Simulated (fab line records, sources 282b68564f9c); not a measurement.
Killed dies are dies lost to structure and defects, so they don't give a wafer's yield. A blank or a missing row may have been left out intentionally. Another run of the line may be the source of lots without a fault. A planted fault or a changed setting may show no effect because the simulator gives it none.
2 desks looking at one fault ; flow rit-cmos ; what lay behind the numbers comes last; until then each desk has only its own

AT THE TOOL OWNER'S DESK: lpcvd-02
The tool's own readings at RIT_SPACER_CVD_03 (deposits Si3N4 from SiH2Cl2/NH3, target thk 250 nm, time 3300 s): means of the sampled wafers that have a number, for each lot that ran on this tool. Any lot whose mean is over 4 standard deviations away from the usual mean is out of limits and marked OUT; that distance is given in the brackets.
Columns: A = sih2cl2-flow-sccm at RIT_SPACER_CVD_03, usual 60.00 sccm; B = spike-tc-centre-C at RIT_SPACER_CVD_03, usual 812.7 C; C = spike-tc-load-C at RIT_SPACER_CVD_03, usual 832.5 C; D = spike-tc-source-C at RIT_SPACER_CVD_03, usual 830.0 C; E = zone-power-load-pct at RIT_SPACER_CVD_03, usual 20.2 %
lot;first seen here;A;B;C;D;E
L520;day 3 05:04;59.68;813.0;835.4;825.5;19.4
L521;day 3 17:37;59.98;815.0;835.2;826.0;19.4
L524;day 4 09:46;60.06;814.0;835.2;827.5;19.6
L526;day 4 18:22;60.16;834.1 (+15) OUT;854.7 (+10) OUT;846.4 (+5.7) OUT;20.6
L528;day 4 23:50;59.89;833.3 (+15) OUT;855.5 (+10) OUT;847.0 (+5.9) OUT;20.6
L542;day 8 00:11;60.17;812.1;832.6;834.6;21.7
Finding of this desk: L526, L528 out of limits; the first was L526 at day 4 18:22, on spike-tc-centre-C at RIT_SPACER_CVD_03. Within limits: L520, L521, L524, L542.

FROM THE METROLOGY DESK
What the gauges read for every lot (on any tool): the sampled wafers with a number, averaged. Any lot whose mean is over 4 standard deviations away from the usual mean is out of limits and marked OUT; that distance is given in the brackets.
Columns: A = SPACER_NITRIDE_THK at RIT_SPACER_THK_MEAS_04, usual 250.1 nm
lot;first seen here;A
L519;day 3 05:53;248.7
L520;day 3 06:58;245.3
L521;day 3 19:32;251.7
L522;day 3 21:14;247.4
L524;day 4 11:41;254.1
L525;day 4 18:44;250.0
L526;day 4 21:14;355.0 (+39) OUT
L528;day 5 01:46;353.6 (+38) OUT
L535;day 6 09:07;250.8
L536;day 6 14:47;249.0
L537;day 6 17:16;248.5
L539;day 7 07:30;249.6
L541;day 7 21:02;250.1
L542;day 8 02:07;255.1
Finding of this desk: L526, L528 out of limits, first seen on L526 at day 4 21:14 (SPACER_NITRIDE_THK at RIT_SPACER_THK_MEAS_04). Within limits: L519, L520, L521, L522, L524, L525, L535, L536, L537, L539, L541, L542.

BROUGHT TOGETHER
The tool owner's desk had the chance to raise an alarm at day 4 18:22 on L526, L528.
Metrology desk: alarm possible at day 4 21:14 on L526, L528.
Every lot named ran RIT_SPACER_CVD_03 on lpcvd-02.

WHAT THE SIMULATOR HAD PUT IN
lpcvd-02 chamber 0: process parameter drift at RIT_SPACER_CVD_03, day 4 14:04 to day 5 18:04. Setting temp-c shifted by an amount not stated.
Struck lots among those shown: L526, L528.
Counting hours from when the fault started, the first reading out of limits came at 4 for the tool owner's desk and at 7 for the metrology desk.
